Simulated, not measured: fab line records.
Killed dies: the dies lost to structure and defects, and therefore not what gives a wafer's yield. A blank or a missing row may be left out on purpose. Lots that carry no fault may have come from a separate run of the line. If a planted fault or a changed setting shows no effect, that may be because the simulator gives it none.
Split-lot experiment | flow rit-cmos | 27 wafers read across 5 lots, on a route 202 steps long

THE SPLIT ITSELF
At RIT_M1_METAL_ETCH_12 (etches Al in Cl2/BCl3, stops on SiO2, time 165 s, target depth 600 nm), the setting target-depth-a was moved away from the recipe's 6000 angstrom on 12 of the 27 wafers read, by -56.6% to -26.2%. All remaining wafers had this setting at the recipe value.

FROM THE SPLIT TO THE READING: what the file shows between them, 2 steps
- RIT_M1_STRIP_13: strips in nmp, time 617 s
- RIT_M1_STRIP_14: strips in O2, time 180 s

THE READING
cd-nm at RIT_M1_CD_MEAS_90, given in nm (cd target 2600 nm). On this fab line, fault-free wafers typically give 2600.6 nm with a standard deviation of 2 nm.

wafer  | tool, chamber at the split | target-depth-a as run, angstrom | against the recipe | cd-nm, nm | against lot-mates on the recipe
L077.1 | rie-metal-02, 0            | 6000                            | recipe             | 2599.0    | -
L077.2 | rie-metal-02, 1            | 4426                            | -26.2%             | 2606.7    | +7.5
L077.3 | rie-metal-02, 0            | 4426                            | -26.2%             | 2607.9    | +8.7
L077.4 | rie-metal-02, 1            | 6000                            | recipe             | 2600.1    | -
L077.5 | rie-metal-02, 0            | 4426                            | -26.2%             | 2608.2    | +9.0
L077.6 | rie-metal-02, 1            | 6000                            | recipe             | 2598.4    | -
L079.1 | rie-metal-04, 0            | 3655                            | -39.1%             | 2610.8    | +8.6
L079.2 | rie-metal-04, 1            | 6000                            | recipe             | 2603.3    | -
L079.3 | rie-metal-04, 1            | 3655                            | -39.1%             | 2611.4    | +9.2
L079.4 | rie-metal-04, 0            | 6000                            | recipe             | 2602.3    | -
L079.5 | rie-metal-04, 0            | 6000                            | recipe             | 2601.0    | -
L079.6 | rie-metal-04, 1            | 3655                            | -39.1%             | 2610.7    | +8.5
L081.1 | rie-metal-01, 0            | 6000                            | recipe             | 2598.6    | -
L081.2 | rie-metal-01, 1            | 6000                            | recipe             | 2597.0    | -
L081.3 | rie-metal-01, 1            | 2605                            | -56.6%             | 2614.0    | +15.3
L081.4 | rie-metal-01, 0            | 2605                            | -56.6%             | 2611.8    | +13.1
L081.5 | rie-metal-01, 1            | 6000                            | recipe             | 2600.4    | -
L081.6 | rie-metal-01, 0            | 2605                            | -56.6%             | 2611.8    | +13.1
L082.1 | rie-metal-04, 0            | 6000                            | recipe             | 2601.9    | -
L082.2 | rie-metal-04, 1            | 6000                            | recipe             | 2599.9    | -
L082.5 | rie-metal-04, 1            | 6000                            | recipe             | 2599.7    | -
L084.1 | rie-metal-01, 0            | 3980                            | -33.7%             | 2606.6    | +10.2
L084.2 | rie-metal-01, 1            | 6000                            | recipe             | 2595.5    | -
L084.3 | rie-metal-01, 0            | 6000                            | recipe             | 2596.4    | -
L084.4 | rie-metal-01, 1            | 6000                            | recipe             | 2597.3    | -
L084.5 | rie-metal-01, 0            | 3980                            | -33.7%             | 2606.4    | +10.0
L084.6 | rie-metal-01, 1            | 3980                            | -33.7%             | 2603.0    | +6.6

FIT RESULTS
A straight line over all 27 wafers: cd-nm changes by -0.243 nm for each +1% of target-depth-a; r = -0.92; the points scatter about the line by 2.2 nm.
The same after taking each lot's own level away (the mean of its wafers on the recipe; 27 wafers): -0.248 nm for each +1%; r = -0.97; scatter 1.3 nm.
According to that fit, moving target-depth-a by its largest amount changes the reading by 14 nm.
From 2596.40 to 2602.20 nm: that is the span of the lots' own levels, equal to 2.9 times the standard deviation above.
Consequently the slope shifts little with the lot-to-lot level, the two slopes agreeing.
Check: with one of the wafers moved furthest among these (-56.6%) left out of the fit, the line predicts +14 nm for it against its lot-mates. It came out at +15.3 nm against them.
Tool readings at the split's step, against how far the setting was moved: oes-product-au r = -0.96.

ADDITIONAL SPLITS CARRIED BY THESE WAFERS
These wafers also went through other splits before the reading. Each is held against what the fit with the lots' levels taken away leaves over:
other split on the same wafers  | wafers away from the commonest value | r with cd-nm (lot level and that fit taken away)
RIT_ACTIVE_CVD_03 time-s        | 18                                   | -0.20
RIT_FOX2_WET_ETCH_03 time-s     | 21                                   | -0.10
RIT_GATE_ETCH_19 target-depth-a | 9                                    | -0.23
RIT_REOX_OXIDATION_03 ox-time-s | 18                                   | -0.14

THE WHOLE CHAIN: every reading that the file lists as answering this split, in the file's order
step                 | what it does                                                          | reading                                                                       | change (the file's fit)                                                          | r (the file's)
RIT_M1_METAL_ETCH_12 | etches Al in Cl2/BCl3, stops on SiO2, time 165 s, target depth 600 nm | oes-product-au                                                                | -0.00498 a.u. for each +1% of the setting                                        | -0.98
RIT_M1_METAL_ETCH_12 | etches Al in Cl2/BCl3, stops on SiO2, time 165 s, target depth 600 nm | NOVOLAK_of_M1_COAT_04.thk-nm (the simulator's own value, which no gauge read) | -3.32 nm for each +1% of the setting                                             | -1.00
RIT_M1_METAL_ETCH_12 | etches Al in Cl2/BCl3, stops on SiO2, time 165 s, target depth 600 nm | M1.feature-depth-nm (the simulator's own value, which no gauge read)          | +2.05 nm for each +1% of the setting                                             | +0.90
RIT_M1_METAL_ETCH_12 | etches Al in Cl2/BCl3, stops on SiO2, time 165 s, target depth 600 nm | etch.depth-nm (the simulator's own value, which no gauge read)                | not straight: 264.6 at the lowest setting, 402 at the recipe, 402 at the highest | not given
RIT_M1_CD_MEAS_90    | target cd 2600 nm                                                     | cd-nm                                                                         | -0.251 nm for each +1% of the setting                                            | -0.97

FILE'S OWN FIT
cd-nm changes by -0.251 nm for each +1% of target-depth-a, r = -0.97.
